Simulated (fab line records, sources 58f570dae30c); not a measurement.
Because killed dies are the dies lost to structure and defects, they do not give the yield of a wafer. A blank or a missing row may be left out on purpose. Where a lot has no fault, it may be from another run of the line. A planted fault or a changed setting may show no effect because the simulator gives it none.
fab line records ; flow berkeley-cmos170
record lots=5; wafers=15; last-day=14
route steps=331 shown PLDD@156 NLDD@158 SPACER@171 PSD@175
lots that met no fault: from a run of the same line without faults
start-h: hours from the record's opening day to when the first of the lot's shown wafers began ; wait-h: how many hours have passed since the lot's step before this one ; " as in the row above ; L1.1+2: a single row standing in for several wafers ; - either no value or no given start ; * or withheld: withheld ; < > ~ a bound
route shown NAME@n: a module of which the file shows steps, and the number in the route of the first ; usual: mean and standard deviation over wafers with no fault ; same: alike in all rows ; chamber/n: place in a boat ; sites: each site's reading ; _std_site: standard deviation of those values ; _edge_site: outer sites' mean less inner sites' ; radius-mm: how far each site lies from the wafer's centre ; mask NAME#n: copy n ; behind: the tool/chamber that last shaped the wafer ; hold: cause of the lot's hold/its duration in hours/its outcome ; device: names the non-switching transistor (n, p or np) ; end of line: tests of these same wafers at the route's end ; a step without rows: its recipe alone ; killed: count of dies lost to structure and defects at first sort (not the wafer's yield) ; map: dies across one wafer; x = killed, . = not, _ = none there
set.NAME: the setting as run; set.NAME@STEP: as run at that earlier step ; model.NAME: the simulator's own value behind a step, which no gauge read
lots seen at some steps along the route; tables by step, rows by wafer
services: from which hour (start-h, from the record's first day; less than 0 if before it) a tool's chamber was out of use, for how many hours, and why
## steps
# step UCB170_PLDD_TW_MEAS_11
# usual PLDD_TW=1007/9.5
lot.wafer;tool;chamber;start-h;wait-h;PLDD_TW
L799.1;film-metro-04;-;149.02;0.1;1005
L799.2;film-metro-04;-;149.02;0.1;1002
L799.3;film-metro-04;-;149.02;0.1;1005
L810.1;film-metro-02;-;228.15;0.1;991
L810.3;film-metro-02;-;228.15;0.1;994
L810.4;film-metro-02;-;228.15;0.1;995
L814.1;film-metro-02;-;257.53;0.1;1004
L814.5;film-metro-02;-;257.53;0.1;1004
L814.6;film-metro-02;-;257.53;0.1;1005
L820.2;film-metro-02;-;281.36;0.1;1000
L820.3;film-metro-02;-;281.36;0.1;1001
L820.5;film-metro-02;-;281.36;0.1;995
L821.1;film-metro-01;-;281.63;0.1;1014
L821.2;film-metro-01;-;281.63;0.1;1014
L821.4;film-metro-01;-;281.63;0.1;1010
# step UCB170_PLDD_CLEAN_12
# recipe chemistry=SPM; temp-c=120; time-s=600
# step UCB170_NLDD_HMDS_00
# recipe prime-time-s=60; prime-temp-c=100
# step UCB170_NLDD_COAT_01
# recipe resist=KrF; spin-rpm=1500; resist-thk-nm=900
# step UCB170_NLDD_SOFTBAKE_02
# recipe resist=KrF; temp-c=130; time-s=60
# step UCB170_NLDD_EXPOSE_03
# recipe mask-id=NSELECT; na=0.5; sigma-outer=0.6; source-shape=conventional; target-cd-nm=1200; dose-mj=30
# step UCB170_NLDD_PEB_04
# recipe peb-temp-c=130; peb-time-s=withheld; resist=KrF
# step UCB170_NLDD_DEVELOP_05
# recipe developer=TMAH; develop-time-s=45; resist=KrF; dev-temp-c=21
# step UCB170_NLDD_CD_MEAS_06
# recipe target-cd-nm=1200
# usual cd-nm=1199.9/1.4
lot.wafer;tool;chamber;start-h;wait-h;cd-nm
L799.1;cd-sem-02;-;150.86;-;1200.6
L799.2;cd-sem-02;-;150.86;-;1200.2
L799.3;cd-sem-02;-;150.86;-;1200.7
L810.1;cd-sem-01;-;229.57;-;1198.7
L810.3;cd-sem-01;-;229.57;-;1198.0
L810.4;cd-sem-01;-;229.57;-;1198.2
L814.1;cd-sem-02;-;259.22;-;1197.9
L814.5;cd-sem-02;-;259.22;-;1198.9
L814.6;cd-sem-02;-;259.22;-;1199.6
L820.2;cd-sem-02;-;282.75;-;1199.7
L820.3;cd-sem-02;-;282.75;-;1199.3
L820.5;cd-sem-02;-;282.75;-;1199.9
L821.1;cd-sem-01;-;283.12;-;1200.4
L821.2;cd-sem-01;-;283.12;-;1201.1
L821.4;cd-sem-01;-;283.12;-;1201.2
# step UCB170_NLDD_OVL_MEAS_07
# usual NLDD_OVL=-3/4.6
lot.wafer;tool;chamber;start-h;wait-h;NLDD_OVL[nm]
L799.1;overlay-02;-;150.98;0.1;-5
L799.2;overlay-02;-;150.98;0.1;-4
L799.3;overlay-02;-;150.98;0.1;-14
L810.1;overlay-01;-;229.69;0.1;-4
L810.3;overlay-01;-;229.69;0.1;-1
L810.4;overlay-01;-;229.69;0.1;4
L814.1;overlay-02;-;259.34;0.1;-2
L814.5;overlay-02;-;259.34;0.1;2
L814.6;overlay-02;-;259.34;0.1;-11
L820.2;overlay-01;-;299.59;16.8;-3
L820.3;overlay-01;-;299.59;16.8;-8
L820.5;overlay-01;-;299.59;16.8;-2
L821.1;overlay-01;-;299.62;16.5;0
L821.2;overlay-01;-;299.62;16.5;-5
L821.4;overlay-01;-;299.62;16.5;-9
# step UCB170_NLDD_IMPLANT_08
# recipe species=As; dose-cm2=5e+13; energy-kev=30; tilt-deg=7; rotation-deg=0
# step UCB170_NLDD_IMPLANT_09
# recipe species=As; dose-cm2=5e+13; energy-kev=30; tilt-deg=7; rotation-deg=180
# step UCB170_NLDD_STRIP_10
# recipe chemistry=O2; power-w=400; pressure-mtorr=3500; platen-temp-c=withheld; o2-flow-sccm=400; overash-fraction=0.5
# usual drypump-motor-current-A=5.8/0.5; oes-product-au=0.735/0.0043; strip-time-to-endpoint-s=21.61/0.055
# same overash-fraction=0.5
lot.wafer;tool;chamber;start-h;wait-h;drypump-motor-current-A;oes-product-au;rf-hours-counter-h;strip-time-to-endpoint-s;model.KrF_of_NLDD_COAT_01.thk-nm
L799.1;plasma-asher-01;1;151.31;0.1;5.5;0.737;37;21.67;0
L799.2;plasma-asher-01;0;151.31;0.1;6.3;0.730;37;21.58;0
L799.3;plasma-asher-01;0;151.31;0.1;6.3;0.736;-;21.71;0
L810.1;plasma-asher-04;1;230.03;0.1;5.0;0.979;48;-;297
L810.3;plasma-asher-04;0;230.03;0.1;6.0;0.982;-;-;298.4
L810.4;plasma-asher-04;1;230.03;0.1;5.0;0.985;-;-;297.9
L814.1;plasma-asher-01;1;259.68;0.1;5.5;0.733;48;21.64;0
L814.5;plasma-asher-01;1;259.68;0.1;5.5;0.742;-;21.63;0
L814.6;plasma-asher-01;0;259.68;0.1;6.3;0.731;-;21.64;0
L820.2;plasma-asher-04;1;299.92;0.1;5.0;0.739;55;21.65;0
L820.3;plasma-asher-04;0;299.92;0.1;6.0;0.728;-;21.65;0
L820.5;plasma-asher-04;1;299.92;0.1;5.0;0.739;-;21.65;0
L821.1;plasma-asher-01;1;299.96;0.1;5.5;0.734;51;21.59;0
L821.2;plasma-asher-01;0;299.96;0.1;6.3;0.742;51;21.54;0
L821.4;plasma-asher-01;0;299.96;0.1;6.3;0.734;-;21.60;0
# step UCB170_NLDD_TW_MEAS_11
# usual NLDD_TW=2211/22
lot.wafer;tool;chamber;start-h;wait-h;NLDD_TW
L799.1;film-metro-02;-;151.41;0.1;2186
L799.2;film-metro-02;-;151.41;0.1;2186
L799.3;film-metro-02;-;151.41;0.1;2175
L810.1;film-metro-01;-;230.13;0.1;2234
L810.3;film-metro-01;-;230.13;0.1;2234
L810.4;film-metro-01;-;230.13;0.1;2240
L814.1;film-metro-04;-;259.78;0.1;2208
L814.5;film-metro-04;-;259.78;0.1;2200
L814.6;film-metro-04;-;259.78;0.1;2217
L820.2;film-metro-02;-;300.03;0.1;2172
L820.3;film-metro-02;-;300.03;0.1;2175
L820.5;film-metro-02;-;300.03;0.1;2176
L821.1;film-metro-01;-;300.06;0.1;2242
L821.2;film-metro-01;-;300.06;0.1;2236
L821.4;film-metro-01;-;300.06;0.1;2240
# step UCB170_NLDD_CLEAN_12
# recipe chemistry=SPM; temp-c=120; time-s=600
# step UCB170_SPACER_CVD_00
# recipe material=SiO2; target-thk-nm=376; temp-c=390; precursor=TEOS/O2; time-s=47; rf-w=550; pressure-mtorr=9000
# usual heater-power-w=279/73
# same time-s=47
lot.wafer;tool;chamber;start-h;wait-h;heater-power-w
L799.1;pecvd-04;1;151.65;0.0;217
L799.2;pecvd-04;2;151.65;0.0;280
L799.3;pecvd-04;0;151.65;0.0;238
L810.1;pecvd-03;0;230.36;0.0;406
L810.3;pecvd-03;2;230.36;0.0;330
L810.4;pecvd-03;1;230.36;0.0;323
L814.1;pecvd-03;0;260.02;0.0;298
L814.5;pecvd-03;1;260.02;0.0;349
L814.6;pecvd-03;2;260.02;0.0;351
L820.2;pecvd-04;0;300.29;0.0;271
L820.3;pecvd-04;2;300.29;0.0;273
L820.5;pecvd-04;1;300.29;0.0;139
L821.1;pecvd-01;0;300.31;0.0;219
L821.2;pecvd-01;2;300.31;0.0;335
L821.4;pecvd-01;1;300.31;0.0;185
# step UCB170_SPACER_THK_MEAS_01
# recipe reads=SiO2_of_SPACER_CVD_00
# usual SPACER_TEOS_THK=375/5.1
lot.wafer;tool;chamber;start-h;wait-h;SPACER_TEOS_THK[nm]
L799.1;film-metro-03;-;151.69;0.0;366
L799.2;film-metro-03;-;151.69;0.0;370
L799.3;film-metro-03;-;151.69;0.0;370
L810.1;film-metro-04;-;230.41;0.0;375
L810.3;film-metro-04;-;230.41;0.0;378
L810.4;film-metro-04;-;230.41;0.0;385
L814.1;film-metro-03;-;260.06;0.0;370
L814.5;film-metro-03;-;260.06;0.0;382
L814.6;film-metro-03;-;260.06;0.0;380
L820.2;film-metro-04;-;300.34;0.0;368
L820.3;film-metro-04;-;300.34;0.0;367
L820.5;film-metro-04;-;300.34;0.0;367
L821.1;film-metro-02;-;300.35;0.0;371
L821.2;film-metro-02;-;300.35;0.0;372
L821.4;film-metro-02;-;300.35;0.0;382
# step UCB170_SPACER_ANNEAL_02
# recipe temp-c=900; time-s=1800; ambient=N2
# step UCB170_SPACER_ETCHBACK_03
# recipe stop-on=Si; target=SiO2; chemistry=CHF3/CF4/Ar; CHF3_flow_sccm=50; cf4-flow-sccm=10; Ar_flow_sccm=120; pressure-mtorr=200; rf-w=500; target-depth-a=3760; time-s=100
# usual CHF3_flow_sccm=49.99/0.14; cf4-flow-sccm=9.99/0.03; drypump-motor-current-A=5.72/0.3; oes-product-au=0.899/0.014; throttle-valve-pct=6.49/0.1
# same time-s=100
lot.wafer;tool;chamber;start-h;wait-h;CHF3_flow_sccm;cf4-flow-sccm;drypump-motor-current-A;oes-product-au;rf-hours-counter-h;throttle-valve-pct
L799.1;rie-diel-01;1;158.58;0.0;49.92;10.04;6.05;0.873;3;6.53
L799.2;rie-diel-01;2;158.58;0.0;49.86;10.05;5.37;0.890;5;6.47
L799.3;rie-diel-01;3;158.58;0.0;49.95;9.99;5.74;0.892;149;6.37
L810.1;rie-diel-03;3;238.76;0.0;50.04;9.98;5.25;0.897;118;6.65
L810.3;rie-diel-03;2;238.76;0.0;49.87;10.04;5.59;0.913;63;6.37
L810.4;rie-diel-03;1;238.76;0.0;49.87;9.99;6.04;0.917;23;6.62
L814.1;rie-diel-01;0;264.09;0.1;50.01;10.02;5.59;0.874;5;6.57
L814.5;rie-diel-01;0;264.09;0.1;49.79;10.04;5.59;0.895;-;6.59
L814.6;rie-diel-01;1;264.09;0.1;50.02;9.98;6.07;0.902;-;6.53
L820.2;rie-diel-03;2;304.27;0.0;50.01;10.01;5.56;0.894;66;6.36
L820.3;rie-diel-03;3;304.27;0.0;50.10;9.97;5.27;0.890;121;6.64
L820.5;rie-diel-03;3;304.27;0.0;50.22;9.95;5.24;0.886;-;6.66
L821.1;rie-diel-01;1;304.27;0.0;49.96;9.99;6.05;0.880;10;6.53
L821.2;rie-diel-01;2;304.27;0.0;50.05;9.99;5.36;0.881;11;6.45
L821.4;rie-diel-01;0;304.27;0.0;50.09;10.00;5.61;0.897;7;6.58
# step UCB170_PSD_HMDS_00
# recipe prime-time-s=60; prime-temp-c=100
# step UCB170_PSD_COAT_01
# recipe resist=KrF; spin-rpm=1500; resist-thk-nm=900
# step UCB170_PSD_SOFTBAKE_02
# recipe resist=KrF; temp-c=130; time-s=60
# step UCB170_PSD_EXPOSE_03
# recipe mask-id=PSELECT_MOD; na=0.5; sigma-outer=0.6; source-shape=conventional; target-cd-nm=1200; dose-mj=30
# step UCB170_PSD_PEB_04
# recipe peb-temp-c=130; peb-time-s=withheld; resist=KrF
# step UCB170_PSD_DEVELOP_05
# recipe developer=TMAH; develop-time-s=45; resist=KrF; dev-temp-c=21
# step UCB170_PSD_CD_MEAS_06
# recipe target-cd-nm=1200
# usual cd-nm=1199.9/1.7
lot.wafer;tool;chamber;start-h;wait-h;cd-nm
L799.1;cd-sem-02;-;161.01;-;1199.6
L799.2;cd-sem-02;-;161.01;-;1199.6
L799.3;cd-sem-02;-;161.01;-;1200.1
L810.1;cd-sem-02;-;239.79;-;1199.5
L810.3;cd-sem-02;-;239.79;-;1201.0
L810.4;cd-sem-02;-;239.79;-;1199.1
L814.1;cd-sem-01;-;267.20;-;1201.8
L814.5;cd-sem-01;-;267.20;-;1200.5
L814.6;cd-sem-01;-;267.20;-;1200.6
L820.2;cd-sem-01;-;307.92;-;1201.3
L820.3;cd-sem-01;-;307.92;-;1201.6
L820.5;cd-sem-01;-;307.92;-;1201.3
L821.1;cd-sem-02;-;308.13;-;1200.2
L821.2;cd-sem-02;-;308.13;-;1200.2
L821.4;cd-sem-02;-;308.13;-;1200.1
# step UCB170_PSD_OVL_MEAS_07
# usual PSD_OVL=3/5.5
lot.wafer;tool;chamber;start-h;wait-h;PSD_OVL[nm]
L799.1;overlay-01;-;161.13;0.1;1
L799.2;overlay-01;-;161.13;0.1;4
L799.3;overlay-01;-;161.13;0.1;-4
L810.1;overlay-02;-;239.91;0.1;-1
L810.3;overlay-02;-;239.91;0.1;-8
L810.4;overlay-02;-;239.91;0.1;2
L814.1;overlay-02;-;267.32;0.1;2
L814.5;overlay-02;-;267.32;0.1;-5
L814.6;overlay-02;-;267.32;0.1;-2
L820.2;overlay-01;-;308.02;0.1;11
L820.3;overlay-01;-;308.02;0.1;8
L820.5;overlay-01;-;308.02;0.1;6
L821.1;overlay-01;-;308.27;0.1;7
L821.2;overlay-01;-;308.27;0.1;-3
L821.4;overlay-01;-;308.27;0.1;0
# step UCB170_PSD_IMPLANT_08
# recipe species=B; dose-cm2=3e+15; energy-kev=20; tilt-deg=7
# step UCB170_PSD_STRIP_09
# recipe chemistry=O2; power-w=400; pressure-mtorr=3500; platen-temp-c=withheld; o2-flow-sccm=400; overash-fraction=0.5
# usual drypump-motor-current-A=5.7/0.48; oes-product-au=0.600/0.0046; strip-time-to-endpoint-s=29.38/0.078
# same overash-fraction=0.5
lot.wafer;tool;chamber;start-h;wait-h;drypump-motor-current-A;oes-product-au;rf-hours-counter-h;strip-time-to-endpoint-s
L799.1;plasma-asher-01;0;161.32;0.1;6.3;0.600;39;29.31
L799.2;plasma-asher-01;1;161.32;0.1;5.5;0.597;39;29.24
L799.3;plasma-asher-01;1;161.32;0.1;5.5;0.597;-;29.34
L810.1;plasma-asher-04;0;240.09;0.1;6.0;0.638;50;38.15
L810.3;plasma-asher-04;1;240.09;0.1;5.0;0.632;-;38.22
L810.4;plasma-asher-04;0;240.09;0.1;6.0;0.631;-;38.19
L814.1;plasma-asher-01;0;267.50;0.1;6.3;0.595;49;29.45
L814.5;plasma-asher-01;1;267.50;0.1;5.5;0.602;-;29.49
L814.6;plasma-asher-01;0;267.50;0.1;6.3;0.598;-;29.48
L820.2;plasma-asher-01;1;308.20;0.1;5.5;0.593;52;29.34
L820.3;plasma-asher-01;0;308.20;0.1;6.2;0.596;-;29.33
L820.5;plasma-asher-01;0;308.20;0.1;6.2;0.599;-;29.38
L821.1;plasma-asher-02;0;308.46;0.1;5.2;0.588;58;29.60
L821.2;plasma-asher-02;1;308.46;0.1;6.0;0.596;58;29.54
L821.4;plasma-asher-02;0;308.46;0.1;5.2;0.597;-;29.54
# step UCB170_PSD_TW_MEAS_10
# usual PSD_TW=2322/20
lot.wafer;tool;chamber;start-h;wait-h;PSD_TW
L799.1;film-metro-04;-;161.42;0.1;2301
L799.2;film-metro-04;-;161.42;0.1;2300
L799.3;film-metro-04;-;161.42;0.1;2305
L810.1;film-metro-04;-;240.19;0.1;30
L810.3;film-metro-04;-;240.19;0.1;30
L810.4;film-metro-04;-;240.19;0.1;30
L814.1;film-metro-04;-;267.60;0.1;2325
L814.5;film-metro-04;-;267.60;0.1;2327
L814.6;film-metro-04;-;267.60;0.1;2319
L820.2;film-metro-04;-;308.31;0.1;2319
L820.3;film-metro-04;-;308.31;0.1;2321
L820.5;film-metro-04;-;308.31;0.1;2331
L821.1;film-metro-02;-;308.56;0.1;2291
L821.2;film-metro-02;-;308.56;0.1;2281
L821.4;film-metro-02;-;308.56;0.1;2274
# step UCB170_PSD_CLEAN_11
# recipe chemistry=SPM; temp-c=120; time-s=600
## services
tool;chamber;start-h;hours;kind
rie-diel-03;2;129.35;3.7;repair
pecvd-04;-;135.50;14.0;pm
pecvd-04;0;135.50;14.0;vent-cycle
pecvd-04;1;135.50;14.0;vent-cycle
pecvd-04;2;135.50;14.0;vent-cycle
rie-diel-01;3;137.03;3.2;repair
pecvd-04;0;149.50;-;clean
pecvd-04;1;149.50;-;clean
pecvd-04;2;149.50;-;clean
rie-diel-03;3;151.50;6.1;repair
rie-diel-03;0;166.88;1.8;repair
pecvd-01;-;168.57;5.7;repair
rie-diel-01;3;184.13;-;clean
rie-diel-01;3;184.13;20.1;scheduled-down
rie-diel-01;3;184.13;20.1;vent-cycle
rie-diel-01;0;217.39;13.7;repair
plasma-asher-01;-;227.22;11.5;repair
rie-diel-03;-;229.82;0.4;repair
pecvd-03;-;242.50;14.0;pm
rie-diel-03;-;245.19;0.4;repair
pecvd-01;1;250.57;4.4;repair
pecvd-03;0;265.55;2.0;repair
pecvd-03;-;300.02;0.8;pm
rie-diel-03;-;300.44;0.7;repair
## key
first-sign step=UCB170_NLDD_STRIP_10; reading=oes-product-au; direction=up; sigmas=58; usual=0.735; struck=0.982
effect step=UCB170_PSD_STRIP_09; reading=strip-time-to-endpoint-s; direction=up; sigmas=99+; usual=*; struck=*
effect step=UCB170_PSD_TW_MEAS_10; reading=PSD_TW; direction=down; sigmas=99+; usual=2322; struck=30
model-effect step=UCB170_NLDD_STRIP_10; value=KrF_of_NLDD_COAT_01.thk-nm; without=0; struck=297.8
met-at UCB170_NLDD_STRIP_10
struck-wafers L810.1,L810.3,L810.4
sort-left-out L810.1,L810.3,L810.4
tester-left-out L810
fault kind=strip-aborted; tool=plasma-asher-04; chamber=-; onset-h=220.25; steps=UCB170_NLDD_STRIP_10; offset=0.6; end-h=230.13
# tester-left-out: of these lots the tester's yield and bins aren't shown, on N5 and GAA mostly nor the transistor test; their killed dies are dies lost to structure and defects alone, not to doping, threshold or leakage, so they don't give the yield
# sort-left-out: the simulated sort isn't trusted on such a fault, so these wafers' sort isn't shown, and their yield isn't known
